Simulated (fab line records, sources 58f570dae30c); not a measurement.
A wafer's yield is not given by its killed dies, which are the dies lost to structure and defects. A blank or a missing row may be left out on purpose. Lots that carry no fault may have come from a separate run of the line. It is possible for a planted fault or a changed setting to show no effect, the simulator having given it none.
fab line records :: flow berkeleyCmos170
record:
  lots: 6
  wafers: 18
  lastDay: 12
route steps=331 shown NVT@104 PVT@115
lots that met no fault: from a run of the same line without faults
startH: hours from the record's first day to the start of the lot's first wafer shown :: waitH: hours from the lot's prior step to this one :: " as in the row above :: L1.1+2: several wafers, shown together as one row :: - value missing, or start not given :: * or withheld: withheld :: < > ~ a bound
route shown NAME@n: names a module that has steps shown in the file, with the first one's number in the route :: usual: mean and standard deviation over wafers with no fault :: same: alike in all rows :: chamber/n: place in a boat :: sites: readings site by site :: _std_site: how widely they spread, as a standard deviation :: _edge_site: the outer-site mean with the inner-site mean subtracted :: radiusMm: for every site, how far away it sits from the centre of the wafer :: mask NAME#n: copy n :: behind: tool/chamber where the wafer was last shaped :: hold: reason for holding the lot/hours on hold/outcome of the hold :: device: transistor that didn't switch, given as n, p or np :: end of line: the same wafers' tests at the end of the route :: where a step has no rows: the recipe by itself :: killed: dies lost to structure and defects at the first sort, not the wafer's yield :: map: per-die view of a wafer (x killed, . not killed, _ where there is no die)
set.NAME: the setting that was run; set.NAME@STEP: the one run at that earlier step :: model.NAME: the simulator's own value behind a step, which no gauge read
lots seen at some steps along the route; tables by step, rows by wafer
services: when a tool's chamber went out of use (startH, in hours from the record's first day, below 0 if earlier), for how many hours, and the reason
== steps ==
step: UCB170_NVT_HMDS_00
recipe:
  primeTimeS: 60
  primeTempC: 100
step: UCB170_NVT_COAT_01
recipe:
  resist: KrF
  spinRpm: 1500
  resistThkNm: 900
step: UCB170_NVT_SOFTBAKE_02
recipe:
  resist: KrF
  tempC: 130
  timeS: 60
step: UCB170_NVT_EXPOSE_03
recipe:
  maskId: PWELL
  targetCdNm: 3000
  na: 0.5
  sigmaOuter: 0.6
  sourceShape: conventional
  doseMj: 30
step: UCB170_NVT_PEB_04
recipe:
  pebTempC: 130
  pebTimeS: withheld
  resist: KrF
step: UCB170_NVT_DEVELOP_05
recipe:
  developer: TMAH
  developTimeS: 45
  resist: KrF
  devTempC: 21
step: UCB170_NVT_OVL_MEAS_06
usual:
  NVT_OVL: 4/4.7
lot.wafer: L451.1
tool: overlay-01
chamber: -
startH: 115.84
waitH: -
NVT_OVL[nm]: 8

lot.wafer: L451.2
tool: overlay-01
chamber: -
startH: 115.84
waitH: -
NVT_OVL[nm]: 6

lot.wafer: L451.3
tool: overlay-01
chamber: -
startH: 115.84
waitH: -
NVT_OVL[nm]: 5

lot.wafer: L461.1
tool: overlay-01
chamber: -
startH: 179.19
waitH: -
NVT_OVL[nm]: 3

lot.wafer: L461.3
tool: overlay-01
chamber: -
startH: 179.19
waitH: -
NVT_OVL[nm]: 4

lot.wafer: L461.5
tool: overlay-01
chamber: -
startH: 179.19
waitH: -
NVT_OVL[nm]: 4

lot.wafer: L462.3
tool: overlay-02
chamber: -
startH: 179.37
waitH: -
NVT_OVL[nm]: 5

lot.wafer: L462.4
tool: overlay-02
chamber: -
startH: 179.37
waitH: -
NVT_OVL[nm]: 3

lot.wafer: L462.5
tool: overlay-02
chamber: -
startH: 179.37
waitH: -
NVT_OVL[nm]: 14

lot.wafer: L466.3
tool: overlay-01
chamber: -
startH: 196.73
waitH: -
NVT_OVL[nm]: 2

lot.wafer: L466.4
tool: overlay-01
chamber: -
startH: 196.73
waitH: -
NVT_OVL[nm]: 5

lot.wafer: L466.6
tool: overlay-01
chamber: -
startH: 196.73
waitH: -
NVT_OVL[nm]: 4

lot.wafer: L471.1
tool: overlay-01
chamber: -
startH: 218.00
waitH: -
NVT_OVL[nm]: 9

lot.wafer: L471.3
tool: overlay-01
chamber: -
startH: 218.00
waitH: -
NVT_OVL[nm]: 19

lot.wafer: L471.4
tool: overlay-01
chamber: -
startH: 218.00
waitH: -
NVT_OVL[nm]: 11

lot.wafer: L472.3
tool: overlay-01
chamber: -
startH: 225.91
waitH: -
NVT_OVL[nm]: 11

lot.wafer: L472.4
tool: overlay-01
chamber: -
startH: 225.91
waitH: -
NVT_OVL[nm]: 16

lot.wafer: L472.6
tool: overlay-01
chamber: -
startH: 225.91
waitH: -
NVT_OVL[nm]: 12
step: UCB170_NVT_IMPLANT_07
recipe:
  species: BF2
  doseCm2: 3e+12
  energyKev: 50
  tiltDeg: 7
step: UCB170_NVT_STRIP_08
recipe:
  chemistry: O2
  powerW: 400
  pressureMtorr: 3500
  platenTempC: withheld
  o2FlowSccm: 400
  overashFraction: 0.5
usual:
  drypumpMotorCurrentA: 5.6/0.38
  oesProductAu: 0.734/0.0043
  stripTimeToEndpointS: 21.64/0.069
lot.wafer: L451.1
tool: plasmaAsher-02
chamber: 1
startH: 116.23
waitH: 0.3
drypumpMotorCurrentA: 5.6
oesProductAu: 0.735
rfHoursCounterH: 39
stripTimeToEndpointS: 21.65

lot.wafer: L451.2
tool: plasmaAsher-02
chamber: 0
startH: 116.23
waitH: 0.3
drypumpMotorCurrentA: 5.7
oesProductAu: 0.735
rfHoursCounterH: 39
stripTimeToEndpointS: 21.68

lot.wafer: L451.3
tool: plasmaAsher-02
chamber: 1
startH: 116.23
waitH: 0.3
drypumpMotorCurrentA: 5.6
oesProductAu: 0.736
rfHoursCounterH: -
stripTimeToEndpointS: 21.63

lot.wafer: L461.1
tool: plasmaAsher-02
chamber: 0
startH: 179.37
waitH: 0.1
drypumpMotorCurrentA: 5.7
oesProductAu: 0.732
rfHoursCounterH: 47
stripTimeToEndpointS: 21.65

lot.wafer: L461.3
tool: plasmaAsher-02
chamber: 1
startH: 179.37
waitH: 0.1
drypumpMotorCurrentA: 5.6
oesProductAu: 0.728
rfHoursCounterH: -
stripTimeToEndpointS: 21.60

lot.wafer: L461.5
tool: plasmaAsher-02
chamber: 1
startH: 179.37
waitH: 0.1
drypumpMotorCurrentA: 5.6
oesProductAu: 0.741
rfHoursCounterH: -
stripTimeToEndpointS: 21.69

lot.wafer: L462.3
tool: plasmaAsher-03
chamber: 1
startH: 179.58
waitH: 0.1
drypumpMotorCurrentA: 5.7
oesProductAu: 0.736
rfHoursCounterH: -
stripTimeToEndpointS: 21.59

lot.wafer: L462.4
tool: plasmaAsher-03
chamber: 0
startH: 179.58
waitH: 0.1
drypumpMotorCurrentA: 4.9
oesProductAu: 0.735
rfHoursCounterH: -
stripTimeToEndpointS: 21.58

lot.wafer: L462.5
tool: plasmaAsher-03
chamber: 1
startH: 179.58
waitH: 0.1
drypumpMotorCurrentA: 5.7
oesProductAu: 0.742
rfHoursCounterH: -
stripTimeToEndpointS: 21.51

lot.wafer: L466.3
tool: plasmaAsher-02
chamber: 1
startH: 196.94
waitH: 0.1
drypumpMotorCurrentA: 5.6
oesProductAu: 0.729
rfHoursCounterH: -
stripTimeToEndpointS: 21.65

lot.wafer: L466.4
tool: plasmaAsher-02
chamber: 0
startH: 196.94
waitH: 0.1
drypumpMotorCurrentA: 5.7
oesProductAu: 0.735
rfHoursCounterH: -
stripTimeToEndpointS: 21.65

lot.wafer: L466.6
tool: plasmaAsher-02
chamber: 0
startH: 196.94
waitH: 0.1
drypumpMotorCurrentA: 5.7
oesProductAu: 0.738
rfHoursCounterH: -
stripTimeToEndpointS: 21.66

lot.wafer: L471.1
tool: plasmaAsher-01
chamber: 1
startH: 218.19
waitH: 0.1
drypumpMotorCurrentA: 6.3
oesProductAu: 0.745
rfHoursCounterH: 12
stripTimeToEndpointS: 21.66

lot.wafer: L471.3
tool: plasmaAsher-01
chamber: 0
startH: 218.19
waitH: 0.1
drypumpMotorCurrentA: 5.5
oesProductAu: 0.730
rfHoursCounterH: -
stripTimeToEndpointS: 21.67

lot.wafer: L471.4
tool: plasmaAsher-01
chamber: 1
startH: 218.19
waitH: 0.1
drypumpMotorCurrentA: 6.3
oesProductAu: 0.732
rfHoursCounterH: -
stripTimeToEndpointS: 21.74

lot.wafer: L472.3
tool: plasmaAsher-02
chamber: 1
startH: 226.12
waitH: 0.1
drypumpMotorCurrentA: 5.6
oesProductAu: 0.739
rfHoursCounterH: -
stripTimeToEndpointS: 21.70

lot.wafer: L472.4
tool: plasmaAsher-02
chamber: 0
startH: 226.12
waitH: 0.1
drypumpMotorCurrentA: 5.7
oesProductAu: 0.733
rfHoursCounterH: -
stripTimeToEndpointS: 21.66

lot.wafer: L472.6
tool: plasmaAsher-02
chamber: 0
startH: 226.12
waitH: 0.1
drypumpMotorCurrentA: 5.7
oesProductAu: 0.731
rfHoursCounterH: -
stripTimeToEndpointS: 21.63
step: UCB170_NVT_TW_MEAS_09
usual:
  NVT_TW: 526.9/2.4
lot.wafer: L451.1
tool: filmMetro-03
chamber: -
startH: 116.33
waitH: 0.1
NVT_TW: 529.0

lot.wafer: L451.2
tool: filmMetro-03
chamber: -
startH: 116.33
waitH: 0.1
NVT_TW: 529.1

lot.wafer: L451.3
tool: filmMetro-03
chamber: -
startH: 116.33
waitH: 0.1
NVT_TW: 528.0

lot.wafer: L461.1
tool: filmMetro-02
chamber: -
startH: 179.47
waitH: 0.1
NVT_TW: 527.1

lot.wafer: L461.3
tool: filmMetro-02
chamber: -
startH: 179.47
waitH: 0.1
NVT_TW: 529.2

lot.wafer: L461.5
tool: filmMetro-02
chamber: -
startH: 179.47
waitH: 0.1
NVT_TW: 530.0

lot.wafer: L462.3
tool: filmMetro-03
chamber: -
startH: 179.67
waitH: 0.1
NVT_TW: 523.8

lot.wafer: L462.4
tool: filmMetro-03
chamber: -
startH: 179.67
waitH: 0.1
NVT_TW: 526.4

lot.wafer: L462.5
tool: filmMetro-03
chamber: -
startH: 179.67
waitH: 0.1
NVT_TW: 527.0

lot.wafer: L466.3
tool: filmMetro-02
chamber: -
startH: 197.03
waitH: 0.1
NVT_TW: 533.8

lot.wafer: L466.4
tool: filmMetro-02
chamber: -
startH: 197.03
waitH: 0.1
NVT_TW: 530.1

lot.wafer: L466.6
tool: filmMetro-02
chamber: -
startH: 197.03
waitH: 0.1
NVT_TW: 529.2

lot.wafer: L471.1
tool: filmMetro-01
chamber: -
startH: 218.29
waitH: 0.1
NVT_TW: 524.5

lot.wafer: L471.3
tool: filmMetro-01
chamber: -
startH: 218.29
waitH: 0.1
NVT_TW: 524.4

lot.wafer: L471.4
tool: filmMetro-01
chamber: -
startH: 218.29
waitH: 0.1
NVT_TW: 525.1

lot.wafer: L472.3
tool: filmMetro-03
chamber: -
startH: 226.20
waitH: 0.1
NVT_TW: 525.4

lot.wafer: L472.4
tool: filmMetro-03
chamber: -
startH: 226.20
waitH: 0.1
NVT_TW: 528.4

lot.wafer: L472.6
tool: filmMetro-03
chamber: -
startH: 226.20
waitH: 0.1
NVT_TW: 526.8
step: UCB170_NVT_CLEAN_10
recipe:
  chemistry: SPM
  tempC: 120
  timeS: 600
step: UCB170_PVT_HMDS_00
recipe:
  primeTimeS: 60
  primeTempC: 100
step: UCB170_PVT_COAT_01
recipe:
  resist: KrF
  spinRpm: 1500
  resistThkNm: 900
usual:
  chillPlateTempC: 22.98/0.12
  dispensePressureKPa: 52/3.8
lot.wafer: L451.1
tool: lithoTrack-04
chamber: 0
startH: 117.22
waitH: 0.1
chillPlateTempC: 22.97
dispensePressureKPa: 53

lot.wafer: L451.2
tool: lithoTrack-04
chamber: 0
startH: 117.22
waitH: 0.1
chillPlateTempC: 22.88
dispensePressureKPa: 53

lot.wafer: L451.3
tool: lithoTrack-04
chamber: 0
startH: 117.22
waitH: 0.1
chillPlateTempC: 22.69
dispensePressureKPa: 53

lot.wafer: L461.1
tool: lithoTrack-03
chamber: -
startH: 179.87
waitH: 0.1
chillPlateTempC: -
dispensePressureKPa: -

lot.wafer: L461.3
tool: lithoTrack-03
chamber: -
startH: 179.87
waitH: 0.1
chillPlateTempC: -
dispensePressureKPa: -

lot.wafer: L461.5
tool: lithoTrack-03
chamber: -
startH: 179.87
waitH: 0.1
chillPlateTempC: -
dispensePressureKPa: -

lot.wafer: L462.3
tool: lithoTrack-02
chamber: -
startH: 180.21
waitH: 0.1
chillPlateTempC: -
dispensePressureKPa: -

lot.wafer: L462.4
tool: lithoTrack-02
chamber: -
startH: 180.21
waitH: 0.1
chillPlateTempC: -
dispensePressureKPa: -

lot.wafer: L462.5
tool: lithoTrack-02
chamber: -
startH: 180.21
waitH: 0.1
chillPlateTempC: -
dispensePressureKPa: -

lot.wafer: L466.3
tool: lithoTrack-03
chamber: 0
startH: 197.81
waitH: 0.1
chillPlateTempC: 22.94
dispensePressureKPa: 56

lot.wafer: L466.4
tool: lithoTrack-03
chamber: 0
startH: 197.81
waitH: 0.1
chillPlateTempC: 23.19
dispensePressureKPa: 56

lot.wafer: L466.6
tool: lithoTrack-03
chamber: 0
startH: 197.81
waitH: 0.1
chillPlateTempC: 23.05
dispensePressureKPa: 56

lot.wafer: L471.1
tool: lithoTrack-02
chamber: 0
startH: 220.59
waitH: 0.1
chillPlateTempC: 23.11
dispensePressureKPa: 48

lot.wafer: L471.3
tool: lithoTrack-02
chamber: 0
startH: 220.59
waitH: 0.1
chillPlateTempC: 23.13
dispensePressureKPa: 48

lot.wafer: L471.4
tool: lithoTrack-02
chamber: 0
startH: 220.59
waitH: 0.1
chillPlateTempC: 23.04
dispensePressureKPa: 48

lot.wafer: L472.3
tool: lithoTrack-04
chamber: 0
startH: 226.86
waitH: 0.1
chillPlateTempC: 23.02
dispensePressureKPa: 53

lot.wafer: L472.4
tool: lithoTrack-04
chamber: 0
startH: 226.86
waitH: 0.1
chillPlateTempC: 22.91
dispensePressureKPa: 53

lot.wafer: L472.6
tool: lithoTrack-04
chamber: 0
startH: 226.86
waitH: 0.1
chillPlateTempC: 23.04
dispensePressureKPa: 53
step: UCB170_PVT_SOFTBAKE_02
recipe:
  resist: KrF
  tempC: 130
  timeS: 60
step: UCB170_PVT_EXPOSE_03
recipe:
  maskId: NWELL
  targetCdNm: 3000
  na: 0.5
  sigmaOuter: 0.6
  sourceShape: conventional
  doseMj: 30
step: UCB170_PVT_PEB_04
recipe:
  pebTempC: 130
  pebTimeS: withheld
  resist: KrF
step: UCB170_PVT_DEVELOP_05
recipe:
  developer: TMAH
  developTimeS: 45
  resist: KrF
  devTempC: 21
step: UCB170_PVT_OVL_MEAS_06
usual:
  PVT_OVL: 0/4.3
lot.wafer: L451.1
tool: overlay-01
chamber: -
startH: 118.17
waitH: -
PVT_OVL[nm]: 4

lot.wafer: L451.2
tool: overlay-01
chamber: -
startH: 118.17
waitH: -
PVT_OVL[nm]: 3

lot.wafer: L451.3
tool: overlay-01
chamber: -
startH: 118.17
waitH: -
PVT_OVL[nm]: 3

lot.wafer: L461.1
tool: overlay-02
chamber: -
startH: 180.77
waitH: -
PVT_OVL[nm]: -

lot.wafer: L461.3
tool: overlay-02
chamber: -
startH: 180.77
waitH: -
PVT_OVL[nm]: -

lot.wafer: L461.5
tool: overlay-02
chamber: -
startH: 180.77
waitH: -
PVT_OVL[nm]: -

lot.wafer: L462.3
tool: overlay-01
chamber: -
startH: 180.90
waitH: -
PVT_OVL[nm]: -

lot.wafer: L462.4
tool: overlay-01
chamber: -
startH: 180.90
waitH: -
PVT_OVL[nm]: -

lot.wafer: L462.5
tool: overlay-01
chamber: -
startH: 180.90
waitH: -
PVT_OVL[nm]: -

lot.wafer: L466.3
tool: overlay-02
chamber: -
startH: 198.90
waitH: -
PVT_OVL[nm]: -5

lot.wafer: L466.4
tool: overlay-02
chamber: -
startH: 198.90
waitH: -
PVT_OVL[nm]: 1

lot.wafer: L466.6
tool: overlay-02
chamber: -
startH: 198.90
waitH: -
PVT_OVL[nm]: -4

lot.wafer: L471.1
tool: overlay-02
chamber: -
startH: 221.41
waitH: -
PVT_OVL[nm]: 2

lot.wafer: L471.3
tool: overlay-02
chamber: -
startH: 221.41
waitH: -
PVT_OVL[nm]: 5

lot.wafer: L471.4
tool: overlay-02
chamber: -
startH: 221.41
waitH: -
PVT_OVL[nm]: 3

lot.wafer: L472.3
tool: overlay-02
chamber: -
startH: 227.69
waitH: -
PVT_OVL[nm]: 2

lot.wafer: L472.4
tool: overlay-02
chamber: -
startH: 227.69
waitH: -
PVT_OVL[nm]: 10

lot.wafer: L472.6
tool: overlay-02
chamber: -
startH: 227.69
waitH: -
PVT_OVL[nm]: 1
step: UCB170_PVT_IMPLANT_07
recipe:
  species: P
  doseCm2: 2e+12
  energyKev: 30
  tiltDeg: 7.335
== services ==
tool: plasmaAsher-01
chamber: -
startH: 108.75
hours: 9.0
kind: pm

tool: plasmaAsher-01
chamber: 0
startH: 108.75
hours: 9.0
kind: ventCycle

tool: plasmaAsher-01
chamber: 1
startH: 108.75
hours: 9.0
kind: ventCycle

tool: plasmaAsher-03
chamber: -
startH: 109.95
hours: 6.8
kind: repair

tool: plasmaAsher-01
chamber: 0
startH: 117.75
hours: -
kind: clean

tool: plasmaAsher-01
chamber: 1
startH: 117.75
hours: -
kind: clean
== key ==
firstSign:
  step: UCB170_PVT_COAT_01
  reading: toolRecord
  direction: missing
effect:
  step: UCB170_PVT_OVL_MEAS_06
  reading: PVT_OVL
  direction: missing
metAt UCB170_PVT_COAT_01
struckWafers L461.1,L461.3,L461.5,L462.3,L462.4,L462.5
sortLeftOut L461.1,L461.3,L461.5,L462.3,L462.4,L462.5
testerLeftOut L461,L462
fault:
  kind: skippedStepWhole
  tool: lithoTrack-02,lithoTrack-03
  chamber: -
  onsetH: 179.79
  steps: UCB170_PVT_COAT_01
  scope: struckLotsOnly
testerLeftOut: of these lots the tester's yield and bins aren't shown, on N5 and GAA mostly nor the transistor test; their killed dies are dies lost to structure and defects alone, not to doping, threshold or leakage, so they don't give the yield
sortLeftOut: the simulated sort isn't trusted on such a fault, so these wafers' sort isn't shown, and their yield isn't known
